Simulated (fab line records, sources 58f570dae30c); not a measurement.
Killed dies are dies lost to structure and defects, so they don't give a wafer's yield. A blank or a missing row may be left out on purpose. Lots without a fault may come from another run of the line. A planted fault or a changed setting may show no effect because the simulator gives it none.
Chamber matching | flow berkeley_cmos170 | UCB170_M2_ETCH_17 on rie_diel-01: 4 sister chambers
The step etches BARC in N2/H2. 4 wafers are shown with their chamber, then 7 later ones without.

WAFERS WITH THEIR CHAMBER
wafer  | chamber | drypump_motor_current_A (A)
L343.5 | 1       | 6.0
L343.6 | 0       | 5.8
L352.2 | 2       | 4.9
L352.4 | 3       | 5.0

WAFERS WITHOUT THEIR CHAMBER
wafer  | drypump_motor_current_A (A)
L352.5 | 4.9
L360.2 | 5.9
L360.3 | 4.9
L360.5 | 5.9
L362.4 | 5.0
L362.5 | 5.0
L362.6 | 4.9

WHICH CHAMBER EACH WENT THROUGH
wafer  | from the rows above     | in truth
L352.5 | can't be placed: 2 or 3 | 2
L360.2 | can't be placed: 1 or 0 | 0
L360.3 | can't be placed: 2 or 3 | 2
L360.5 | can't be placed: 1 or 0 | 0
L362.4 | can't be placed: 3 or 2 | 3
L362.5 | can't be placed: 3 or 2 | 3
L362.6 | can't be placed: 2 or 3 | 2
Placed correctly: 0 of 7. Can't be placed from these rows: 7 (the true chamber is among the candidates in 7). Placed wrongly: 0.
How it was worked out, from the rows above alone: a wafer's distance from a chamber is the root of the sum, over the readings, of the square of ((its reading less the chamber's mean) divided by the reading's scatter). The wafer belongs to the nearest chamber; if the next one is less than 2 further off, it can't be placed. A chamber's mean is the mean of its shown wafers. The scatter: with one shown wafer a chamber, the root of the mean of the squares of how far each hidden wafer lies from its nearest shown one.
